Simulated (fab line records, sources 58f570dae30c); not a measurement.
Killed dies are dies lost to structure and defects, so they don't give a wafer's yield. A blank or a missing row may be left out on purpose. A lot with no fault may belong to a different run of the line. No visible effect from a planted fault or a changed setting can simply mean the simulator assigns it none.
Struck lot and sound lot, side by side	flow berkeley_cmos170	9 out of 331 route steps
Sound: the wafers L340.1, L340.2, L340.5. Wafers L351.1, L351.2, L351.5 were the ones struck. At the end, the cause is stated.
Per side, at each step with rows, come the tool, then ch with its chambers, and then its first start. Under that, the readings that differ: sound wafers	struck wafers	difference of the means	sigmas: that difference in standard deviations of wafers without a fault.
alike: a reading whose means differ by less than 2 such deviations, as well as words and numbers matching on both sides. not compared: withheld readings; readings where some wafer has no value; bounds like >300 that might hide an equal value; numbers whose values overlap and for which the record gives no deviation.
The two part at a step that has a row with sigmas, a row that says differs or no value, or rows on one side only. Numbers that have no deviation but don't overlap get no sigmas and don't part them. A reading that every wafer of one side lacks parts them only if that side has two wafers or more.

UCB170_START_BOW_MEAS_00:
  sound on film_metro-02, day 3 12:00; struck on film_metro-02, day 5 19:00
  alike: INCOMING_BOW
then, 2 steps without rows for these wafers: UCB170_START_CLEAN_01 (cleans in dHF, time 60 s); UCB170_START_OXIDATION_02 (target thk 20 nm, ox time 1746 s).
UCB170_START_THK_MEAS_03:
  sound on film_metro-02, day 3 17:21; struck on film_metro-04, day 6 02:16
  alike: START_OXIDE_THK
then, 3 steps without rows for these wafers: UCB170_START_ANNEAL_04 (time 1200 s); UCB170_ZERO_HMDS_00 (prime time 60 s); UCB170_ZERO_COAT_01 (resist thk 900 nm).
UCB170_ZERO_SOFTBAKE_02: time 60 s.
  sound on litho_track-02 ch 0, day 3 21:05; struck on litho_track-04 ch 0, day 6 07:44
reading	sound	struck	difference	sigmas
run_length_s (s)	89.18 89.07 88.96	102.70 102.31 102.43	+13.41	+89
  alike: chill_plate_temp_C
then, 1 step without rows for these wafers: UCB170_ZERO_EXPOSE_03 (exposes mask PM MARKS, target cd 4000 nm).

== WHERE THEY PART ==
Only at UCB170_ZERO_SOFTBAKE_02, as far as this record shows.

WHY: what had been put in by the simulator
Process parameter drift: litho_track-04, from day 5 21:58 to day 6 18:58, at UCB170_ZERO_SOFTBAKE_02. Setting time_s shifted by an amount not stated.
